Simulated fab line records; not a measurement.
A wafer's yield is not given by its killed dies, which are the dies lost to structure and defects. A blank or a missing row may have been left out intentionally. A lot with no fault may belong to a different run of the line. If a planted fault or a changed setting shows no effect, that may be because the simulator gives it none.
Comparing a struck lot with a sound one || flow berkeley cmos170 || 16 steps out of a route of 331
Sound: the wafers L268.1, L268.2, L268.3. Struck: wafers L287.1, L287.4, L287.5. The cause comes at the end.
For every step that has rows: the tool of each side, followed by ch and its chambers, followed by its first start. Under that, the readings that differ: sound wafers || struck wafers || difference of the means || sigmas: that difference in standard deviations of wafers without a fault.
alike: same words and numbers on both sides, and readings whose means sit less than 2 such deviations apart. not compared: any withheld reading, any reading some wafer has no value for, any bound like >300 that may hide the same value, and any number with overlapping values for which the record gives no deviation.
The two part at a step that has a row with sigmas, a row that says differs or no value, or rows on one side only. Non-overlapping numbers with no deviation appear without sigmas and do not part them. Lack of a reading on every wafer of one side parts them only where that side has two or more wafers.

first, 1 step without rows for these wafers: UCB170_PWELL_OXIDATION_02 (target thk 26.4 nm, ox time 1260 s).
UCB170_PWELL_THK_MEAS_03:
  sound on film metro-04 at day 2 23:26; struck on film metro-03 at day 7 01:42
  alike: PWELL_OXIDE_THK
then, 2 steps without rows for these wafers: UCB170_PWELL_ANNEAL_04 (time 900 s); UCB170_PWELL_CVD_05 (deposits Si3N4 from SiH2Cl2/NH3, target thk 220 nm, time 3300 s).
UCB170_PWELL_THK_MEAS_06:
  sound on film metro-01 at day 3 03:08; struck on film metro-04 at day 7 09:33
  alike: PWELL_NITRIDE_THK
then, 6 steps without rows for these wafers: UCB170_PWELL_HMDS_07 (prime time 60 s); UCB170_PWELL_COAT_08 (resist thk 900 nm); UCB170_PWELL_SOFTBAKE_09 (time 60 s); UCB170_PWELL_EXPOSE_10 (exposes mask PWELL, target cd 3000 nm); UCB170_PWELL_PEB_11; UCB170_PWELL_DEVELOP_12 (develop time 45 s).
UCB170_PWELL_OVL_MEAS_13:
  sound on overlay-01 at day 3 04:28; struck on overlay-01 at day 7 11:31
  alike: PWELL_OVL
UCB170_PWELL_ETCH_14: etches Si3N4 in CH3F/Ar/O2, stops on SiO2, target depth 242 nm, time 151 s.
  sound on rie diel-01 ch 0,2,3, day 3 04:31; struck on rie diel-04 ch 0,2,3, day 7 11:34
  no value came back on the struck wafers for any of 7 readings (CH3F_flow_sccm (sccm), O2_flow_sccm (sccm) and others); on the sound wafers CH3F_flow_sccm (sccm) reads 19.95 20.01 20.04
{"reading": "model.KrF_of_PWELL_COAT_08.thk nm (nm)", "sound": "714 715.3 716", "struck": "885.2 887.8 884", "difference": "+170.6", "sigmas": ""}
{"reading": "model.SiO2_of_PWELL_OXIDATION_02.thk nm (nm)", "sound": "22.65 23.06 23.15", "struck": "26.83 26.78 26.98", "difference": "+3.91", "sigmas": ""}
then, 1 step without rows for these wafers: UCB170_PWELL_IMPLANT_15.
UCB170_PWELL_STRIP_16: strips in O2.
  sound on plasma asher-03 ch 0,1, day 3 04:46; struck on plasma asher-02 ch 0,1, day 7 11:49
{"reading": "oes product au (a.u.)", "sound": "0.725 0.722 0.718", "struck": "0.734 0.733 0.737", "difference": "+0.013", "sigmas": "+3"}
{"reading": "strip time to endpoint s (s)", "sound": "17.84 17.86 17.88", "struck": "21.61 21.68 21.58", "difference": "+3.76", "sigmas": "+40"}
  alike: drypump motor current A
  not compared: rf hours counter h
UCB170_PWELL_TW_MEAS_17:
  sound on film metro-01 at day 3 04:52; struck on film metro-01 at day 7 11:55
  alike: PWELL_TW

WHERE THEY PART
At UCB170_PWELL_ETCH_14 first; at UCB170_PWELL_STRIP_16 last (within this record only). Later steps at which nothing parts them and some readings are alike: UCB170_PWELL_TW_MEAS_17.

WHY: what had been put in by the simulator
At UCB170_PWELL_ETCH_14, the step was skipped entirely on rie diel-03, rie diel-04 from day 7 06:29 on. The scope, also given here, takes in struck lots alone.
